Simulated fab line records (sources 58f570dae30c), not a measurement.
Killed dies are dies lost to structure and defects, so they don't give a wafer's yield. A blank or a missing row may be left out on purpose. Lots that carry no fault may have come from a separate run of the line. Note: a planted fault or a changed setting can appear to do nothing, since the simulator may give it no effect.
Which tool is to blame? / flow berkeley cmos170 / 15 lots with 45 wafers sampled at 6 steps, on a route of 331 steps

== WHAT THE GAUGES READ, wafer by wafer ==
UCB170_SILICIDE_THK_MEAS_03: measures by xrf.
lot=L253; measured=day 7 20:04; on=film metro-01; SILICIDE_TI_THK (nm)=30.1 30.0 30.4
lot=L255; measured=day 8 07:22; on=film metro-04; SILICIDE_TI_THK (nm)=29.1 29.5 29.9
lot=L254; measured=day 8 08:01; on=film metro-04; SILICIDE_TI_THK (nm)=29.5 29.8 30.1
lot=L256; measured=day 8 19:47; on=film metro-04; SILICIDE_TI_THK (nm)=30.7 30.3 30.1
lot=L257; measured=day 8 21:06; on=film metro-03; SILICIDE_TI_THK (nm)=30.2 29.9 29.9
lot=L259; measured=day 9 09:53; on=film metro-03; SILICIDE_TI_THK (nm)=30.3 30.4 30.0
lot=L260; measured=day 9 10:29; on=film metro-01; SILICIDE_TI_THK (nm)=29.8 29.8 29.9
lot=L261; measured=day 9 20:49; on=film metro-04; SILICIDE_TI_THK (nm)=29.9 30.1 30.0
lot=L266; measured=day 10 12:46; on=film metro-04; SILICIDE_TI_THK (nm)=29.8 29.9 29.6
lot=L264; measured=day 10 12:49; on=film metro-03; SILICIDE_TI_THK (nm)=30.3 30.0 30.1
lot=L265; measured=day 10 13:31; on=film metro-03; SILICIDE_TI_THK (nm)=30.4 30.7 30.6
lot=L267; measured=day 11 03:48; on=film metro-04; SILICIDE_TI_THK (nm)=29.8 30.1 30.1
lot=L268; measured=day 11 04:29; on=film metro-01; SILICIDE_TI_THK (nm)=29.9 30.0 30.3
lot=L273; measured=day 11 17:20; on=film metro-04; SILICIDE_TI_THK (nm)=30.2 29.9 30.1
lot=L275; measured=day 12 09:22; on=film metro-01; SILICIDE_TI_THK (nm)=29.7 29.7 29.7

UCB170_CONTACT_CD_MEAS_15: the cd target is 700 nm.
lot=L253; measured=day 8 01:40; on=cd sem-02; cd nm (nm)=700.8 701.9 699.1
lot=L255; measured=day 8 11:13; on=cd sem-02; cd nm (nm)=696.8 698.8 698.2
lot=L254; measured=day 8 11:58; on=cd sem-01; cd nm (nm)=699.9 700.4 700.8
lot=L256; measured=day 9 00:10; on=cd sem-01; cd nm (nm)=698.8 700.1 699.7
lot=L257; measured=day 9 02:36; on=cd sem-01; cd nm (nm)=699.9 699.2 699.8
lot=L259; measured=day 9 13:41; on=cd sem-01; cd nm (nm)=702.4 701.8 701.7
lot=L260; measured=day 9 14:19; on=cd sem-02; cd nm (nm)=699.8 699.4 699.0
lot=L261; measured=day 10 02:19; on=cd sem-02; cd nm (nm)=700.7 700.6 701.1
lot=L266; measured=day 10 17:02; on=cd sem-01; cd nm (nm)=702.9 702.8 703.3
lot=L264; measured=day 10 17:09; on=cd sem-02; cd nm (nm)=700.7 702.6 700.6
lot=L265; measured=day 10 20:07; on=cd sem-02; cd nm (nm)=699.1 700.1 698.6
lot=L267; measured=day 11 08:30; on=cd sem-01; cd nm (nm)=701.1 702.1 702.4
lot=L268; measured=day 11 11:46; on=cd sem-01; cd nm (nm)=700.3 699.4 700.0
lot=L273; measured=day 11 22:55; on=cd sem-02; cd nm (nm)=701.5 702.1 701.2
lot=L275; measured=day 12 14:10; on=cd sem-01; cd nm (nm)=700.8 698.7 700.4

UCB170_M2_OVL_MEAS_16.
lot=L253; measured=day 8 13:14; on=overlay-01; M2_OVL (nm)=-2 1 7
lot=L255; measured=day 8 21:23; on=overlay-01; M2_OVL (nm)=6 -2 -2
lot=L254; measured=day 8 22:11; on=overlay-01; M2_OVL (nm)=12 12 20
lot=L256; measured=day 9 10:14; on=overlay-01; M2_OVL (nm)=4 -5 -2
lot=L257; measured=day 9 11:47; on=overlay-02; M2_OVL (nm)=7 10 6
lot=L259; measured=day 10 01:05; on=overlay-01; M2_OVL (nm)=-2 0 -3
lot=L260; measured=day 10 01:22; on=overlay-02; M2_OVL (nm)=7 -2 3
lot=L261; measured=day 10 12:39; on=overlay-01; M2_OVL (nm)=3 3 6
lot=L266; measured=day 11 05:52; on=overlay-01; M2_OVL (nm)=3 1 -1
lot=L264; measured=day 11 03:49; on=overlay-01; M2_OVL (nm)=7 1 8
lot=L265; measured=day 11 05:08; on=overlay-01; M2_OVL (nm)=-2 2 6
lot=L267; measured=day 11 22:05; on=overlay-02; M2_OVL (nm)=4 3 -1
lot=L268; measured=day 11 22:46; on=overlay-01; M2_OVL (nm)=-3 2 -1
lot=L273; measured=day 12 10:00; on=overlay-02; M2_OVL (nm)=4 10 5
lot=L275; measured=day 12 23:33; on=overlay-01; M2_OVL (nm)=4 4 5

UCB170_M3_CD_MEAS_90: the cd target is 700 nm.
lot=L253; measured=day 8 19:46; on=cd sem-02; cd nm (nm)=700 699 701
lot=L255; measured=day 9 04:26; on=cd sem-01; cd nm (nm)=698 700 697
lot=L254; measured=day 9 04:14; on=cd sem-02; cd nm (nm)=705 703 709
lot=L256; measured=day 9 16:01; on=cd sem-02; cd nm (nm)=692 693 692
lot=L257; measured=day 9 18:32; on=cd sem-01; cd nm (nm)=699 689 698
lot=L259; measured=day 10 06:20; on=cd sem-02; cd nm (nm)=698 701 701
lot=L260; measured=day 10 07:04; on=cd sem-02; cd nm (nm)=689 694 689
lot=L261; measured=day 10 20:55; on=cd sem-01; cd nm (nm)=- - -
lot=L266; measured=day 11 12:41; on=cd sem-01; cd nm (nm)=- - -
lot=L264; measured=day 11 09:32; on=cd sem-02; cd nm (nm)=- - -
lot=L265; measured=day 11 12:59; on=cd sem-02; cd nm (nm)=700 710 713
lot=L267; measured=day 12 03:22; on=cd sem-01; cd nm (nm)=702 690 701
lot=L268; measured=day 12 04:23; on=cd sem-02; cd nm (nm)=694 696 699
lot=L273; measured=day 12 15:50; on=cd sem-02; cd nm (nm)=703 687 702
lot=L275; measured=day 13 06:05; on=cd sem-02; cd nm (nm)=698 693 699

== WHICH TOOL RAN EACH LOT (tool, then ch and the chambers of the sampled wafers, then the start) ==
lot=L253; UCB170_M3_METAL_ETCH_18=rie metal-02 ch 1, day 8 19:17; UCB170_M3_STRIP_19=plasma asher-04 ch 1, day 8 19:40
lot=L255; UCB170_M3_METAL_ETCH_18=rie metal-02 ch 1, day 9 03:55; UCB170_M3_STRIP_19=plasma asher-03 ch 0,1, day 9 04:17
lot=L254; UCB170_M3_METAL_ETCH_18=rie metal-03 ch 0,1, day 9 03:56; UCB170_M3_STRIP_19=plasma asher-03 ch 0,1, day 9 04:07
lot=L256; UCB170_M3_METAL_ETCH_18=rie metal-01 ch 0,1, day 9 15:43; UCB170_M3_STRIP_19=plasma asher-03 ch 1, day 9 15:54
lot=L257; UCB170_M3_METAL_ETCH_18=rie metal-02 ch 0,1, day 9 18:15; UCB170_M3_STRIP_19=plasma asher-01 ch 0,1, day 9 18:26
lot=L259; UCB170_M3_METAL_ETCH_18=rie metal-02 ch 1, day 10 06:03; UCB170_M3_STRIP_19=plasma asher-04 ch 0,1, day 10 06:14
lot=L260; UCB170_M3_METAL_ETCH_18=rie metal-01 ch 0,1, day 10 06:47; UCB170_M3_STRIP_19=plasma asher-01 ch 0,1, day 10 06:58
lot=L261; UCB170_M3_METAL_ETCH_18=rie metal-02 ch 0,1, day 10 20:38; UCB170_M3_STRIP_19=plasma asher-04 ch 0,1, day 10 20:49
lot=L266; UCB170_M3_METAL_ETCH_18=rie metal-02 ch 0,1, day 11 12:23; UCB170_M3_STRIP_19=plasma asher-03 ch 0,1, day 11 12:35
lot=L264; UCB170_M3_METAL_ETCH_18=rie metal-01 ch 0,1, day 11 09:15; UCB170_M3_STRIP_19=plasma asher-03 ch 0,1, day 11 09:26
lot=L265; UCB170_M3_METAL_ETCH_18=rie metal-03 ch 0,1, day 11 12:44; UCB170_M3_STRIP_19=plasma asher-01 ch 0,1, day 11 12:53
lot=L267; UCB170_M3_METAL_ETCH_18=rie metal-02 ch 0,1, day 12 03:05; UCB170_M3_STRIP_19=plasma asher-01 ch 0,1, day 12 03:16
lot=L268; UCB170_M3_METAL_ETCH_18=rie metal-01 ch 0,1, day 12 04:05; UCB170_M3_STRIP_19=plasma asher-01 ch 0,1, day 12 04:16
lot=L273; UCB170_M3_METAL_ETCH_18=rie metal-02 ch 0,1, day 12 15:32; UCB170_M3_STRIP_19=plasma asher-01 ch 1, day 12 15:44
lot=L275; UCB170_M3_METAL_ETCH_18=rie metal-01 ch 0,1, day 13 05:47; UCB170_M3_STRIP_19=plasma asher-01 ch 0,1, day 13 05:59
- UCB170_M3_METAL_ETCH_18: etches Al in Cl2/BCl3, stops on SiO2, target depth 1170 nm, time 195 s.
- UCB170_M3_STRIP_19: strips in O2.

== AS READ BY THE TOOLS THEMSELVES (means over the sampled wafers that have a number; for cases with no such wafer, the mark the record gives instead) ==
UCB170_M3_METAL_ETCH_18.
lot=L253; tool=rie metal-02; bcl3 flow sccm (sccm)=45.07; bias w (W)=119.8; drypump motor current A (A)=5.9; oes product au (a.u.)=0.861; throttle valve pct (%)=24.65
lot=L255; tool=rie metal-02; bcl3 flow sccm (sccm)=44.91; bias w (W)=120.2; drypump motor current A (A)=6.0; oes product au (a.u.)=0.867; throttle valve pct (%)=24.65
lot=L254; tool=rie metal-03; bcl3 flow sccm (sccm)=45.20; bias w (W)=120.0; drypump motor current A (A)=5.9; oes product au (a.u.)=0.861; throttle valve pct (%)=24.65
lot=L256; tool=rie metal-01; bcl3 flow sccm (sccm)=45.08; bias w (W)=120.3; drypump motor current A (A)=5.3; oes product au (a.u.)=0.850; throttle valve pct (%)=24.15
lot=L257; tool=rie metal-02; bcl3 flow sccm (sccm)=44.98; bias w (W)=120.0; drypump motor current A (A)=5.9; oes product au (a.u.)=0.871; throttle valve pct (%)=24.54
lot=L259; tool=rie metal-02; bcl3 flow sccm (sccm)=44.99; bias w (W)=120.2; drypump motor current A (A)=5.9; oes product au (a.u.)=0.870; throttle valve pct (%)=24.65
lot=L260; tool=rie metal-01; bcl3 flow sccm (sccm)=45.03; bias w (W)=120.0; drypump motor current A (A)=5.5; oes product au (a.u.)=0.836; throttle valve pct (%)=24.16
lot=L261; tool=rie metal-02; bcl3 flow sccm (sccm)=-; bias w (W)=-; drypump motor current A (A)=-; oes product au (a.u.)=-; throttle valve pct (%)=-
lot=L266; tool=rie metal-02; bcl3 flow sccm (sccm)=-; bias w (W)=-; drypump motor current A (A)=-; oes product au (a.u.)=-; throttle valve pct (%)=-
lot=L264; tool=rie metal-01; bcl3 flow sccm (sccm)=-; bias w (W)=-; drypump motor current A (A)=-; oes product au (a.u.)=-; throttle valve pct (%)=-
lot=L265; tool=rie metal-03; bcl3 flow sccm (sccm)=44.99; bias w (W)=120.3; drypump motor current A (A)=5.9; oes product au (a.u.)=0.856; throttle valve pct (%)=24.65
lot=L267; tool=rie metal-02; bcl3 flow sccm (sccm)=45.00; bias w (W)=120.1; drypump motor current A (A)=5.9; oes product au (a.u.)=0.864; throttle valve pct (%)=24.54
lot=L268; tool=rie metal-01; bcl3 flow sccm (sccm)=44.87; bias w (W)=120.3; drypump motor current A (A)=5.5; oes product au (a.u.)=0.837; throttle valve pct (%)=24.17
lot=L273; tool=rie metal-02; bcl3 flow sccm (sccm)=45.02; bias w (W)=119.9; drypump motor current A (A)=5.9; oes product au (a.u.)=0.862; throttle valve pct (%)=24.54
lot=L275; tool=rie metal-01; bcl3 flow sccm (sccm)=44.90; bias w (W)=119.9; drypump motor current A (A)=5.3; oes product au (a.u.)=0.841; throttle valve pct (%)=24.16

UCB170_M3_STRIP_19.
lot=L253; tool=plasma asher-04; drypump motor current A (A)=5.7; oes product au (a.u.)=0.515
lot=L255; tool=plasma asher-03; drypump motor current A (A)=6.5; oes product au (a.u.)=0.515
lot=L254; tool=plasma asher-03; drypump motor current A (A)=6.2; oes product au (a.u.)=0.560
lot=L256; tool=plasma asher-03; drypump motor current A (A)=6.7; oes product au (a.u.)=0.513
lot=L257; tool=plasma asher-01; drypump motor current A (A)=6.1; oes product au (a.u.)=0.514
lot=L259; tool=plasma asher-04; drypump motor current A (A)=5.8; oes product au (a.u.)=0.511
lot=L260; tool=plasma asher-01; drypump motor current A (A)=6.0; oes product au (a.u.)=0.534
lot=L261; tool=plasma asher-04; drypump motor current A (A)=5.8; oes product au (a.u.)=0.721
lot=L266; tool=plasma asher-03; drypump motor current A (A)=6.2; oes product au (a.u.)=0.727
lot=L264; tool=plasma asher-03; drypump motor current A (A)=6.1; oes product au (a.u.)=0.726
lot=L265; tool=plasma asher-01; drypump motor current A (A)=6.1; oes product au (a.u.)=0.552
lot=L267; tool=plasma asher-01; drypump motor current A (A)=6.0; oes product au (a.u.)=0.507
lot=L268; tool=plasma asher-01; drypump motor current A (A)=6.0; oes product au (a.u.)=0.525
lot=L273; tool=plasma asher-01; drypump motor current A (A)=5.6; oes product au (a.u.)=0.514
lot=L275; tool=plasma asher-01; drypump motor current A (A)=6.0; oes product au (a.u.)=0.508

== THE ANSWER, worked out from the rows above alone ==
Rule: what is usual is taken from the lots themselves. Put in order of their means at a reading, lots are off if they are a third of the lots or fewer, leave a main group of 4 or more, and stand apart from it by a gap of 3 or more times the standard deviation of the main group's means; of several such gaps the widest counts. A main group is skipped when, at the precision printed for the reading in the tables above, its means are all equal. Also off: a lot with no number at a reading for which 4 or more lots have one. The other lots that the step has rows for count as sound. First the gauges in route order, then the tools' own readings, where a lot's mean is used as printed above. The first step at which some lot is off is used, and at that step the reading that is off furthest; a lot without a number counts as furthest.
Off: L261, L266, L264, at UCB170_M3_CD_MEAS_90 (cd nm). Without a number there: L261, L266, L264. For the main group the mean is 698 nm and the standard deviation 4.6.
A tool fits if, at a process step before that reading, it ran every lot that is off, and no sound lot after the first of them. Not tried: the gauges at UCB170_M3_CD_MEAS_90; whatever is off there is also off at UCB170_M3_METAL_ETCH_18, on other tools, and gauge error can't account for it. No candidate that was tried fits.

== WHAT THE SIMULATOR HAD INSERTED ==
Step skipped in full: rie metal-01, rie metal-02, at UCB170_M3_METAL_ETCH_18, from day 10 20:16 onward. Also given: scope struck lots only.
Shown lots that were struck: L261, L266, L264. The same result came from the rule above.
